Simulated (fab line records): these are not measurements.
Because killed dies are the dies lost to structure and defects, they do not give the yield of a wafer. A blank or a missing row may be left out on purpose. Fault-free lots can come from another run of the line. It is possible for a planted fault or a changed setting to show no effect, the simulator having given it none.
2 desks looking at one fault | flow rit cmos | each desk has only its own numbers; what lay behind them comes last

== THE TOOL OWNER'S DESK: furnace-03 ==
The tool's own readings at RIT_FOX2_OXIDATION_00 (target thk 350.7 nm, ox time 1130 s): means of the sampled wafers that have a number, for each lot that ran on this tool. If a lot's mean is further than 4 standard deviations from the usual mean, the lot is out of limits and carries the mark OUT (the distance appears in the brackets).
Columns: A = ox temp c max at RIT_FOX2_OXIDATION_00, usual 1105.1; B = spike tc centre C at RIT_FOX2_OXIDATION_00, usual 1102.9 C; C = tube center temp C at RIT_FOX2_OXIDATION_00, usual 1100 C
lot  | first seen here | A      | B      | C
L661 | day 2 07:41     | 1104.5 | 1103.3 | 1100
L662 | day 2 09:16     | 1105.6 | 1103.7 | 1100
L663 | day 2 16:52     | 1104.3 | 1103.2 | 1100
L664 | day 2 21:26     | 1106.1 | 1102.6 | 1100
L666 | day 3 05:20     | 1105.5 | 1103.1 | 1100
This desk's finding: nothing out of limits on any of the 5 lots.

== FROM THE METROLOGY DESK ==
Means of the sampled wafers that have a number, per lot and without regard to the tool the lot ran on: this is what the gauges read. If a lot's mean is further than 4 standard deviations from the usual mean, the lot is out of limits and carries the mark OUT (the distance appears in the brackets).
Columns: A = FOX2_OXIDE_THK at RIT_FOX2_THK_MEAS_01, usual 346 nm; B = FIELD_OXIDE_LEFT_1_THK at RIT_FOX2_THK_MEAS_90, usual 319 nm; C = FIELD_OXIDE_LEFT_2_THK at RIT_FOX2_THK_MEAS_91, usual 251 nm
lot  | first seen here | A             | B             | C
L659 | day 1 21:26     | 343           | 315           | 247
L660 | day 2 05:09     | 350           | 322           | 254
L661 | day 2 09:01     | 340           | 313           | 245
L662 | day 2 10:36     | 341           | 314           | 246
L663 | day 2 18:11     | 340           | 312           | 245
L664 | day 2 22:46     | 506 (+26) OUT | 479 (+26) OUT | 412 (+26) OUT
L666 | day 3 06:39     | 504 (+26) OUT | 477 (+26) OUT | 409 (+25) OUT
L668 | day 3 18:10     | 339           | 312           | 244
L669 | day 4 00:05     | 355           | 328           | 260
L675 | day 5 05:27     | 346           | 319           | 251
L677 | day 5 14:28     | 344           | 316           | 248
L678 | day 5 19:50     | 343           | 315           | 247
L681 | day 6 10:43     | 346           | 318           | 250
L682 | day 6 15:12     | 351           | 324           | 256
This desk's finding: out of limits on L664, L666; first on L664, day 2 22:46 (FOX2_OXIDE_THK at RIT_FOX2_THK_MEAS_01). In limits: L659, L660, L661, L662, L663, L668, L669, L675, L677, L678, L681, L682.

== BROUGHT TOGETHER ==
Metrology desk: alarm possible at day 2 22:46 on L664, L666.
The tool owner's desk saw nothing out of limits.
The tool owner's desk has L664, L666 on record, within its limits.
Every lot named ran RIT_FOX2_OXIDATION_00 on furnace-03.

== WHAT THE SIMULATOR HAD INSERTED ==
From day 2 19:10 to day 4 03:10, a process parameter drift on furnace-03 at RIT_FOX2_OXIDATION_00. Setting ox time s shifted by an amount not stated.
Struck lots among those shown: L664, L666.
Per desk, hours elapsed from the start of the fault to the first reading out of limits: for the metrology desk, 4.
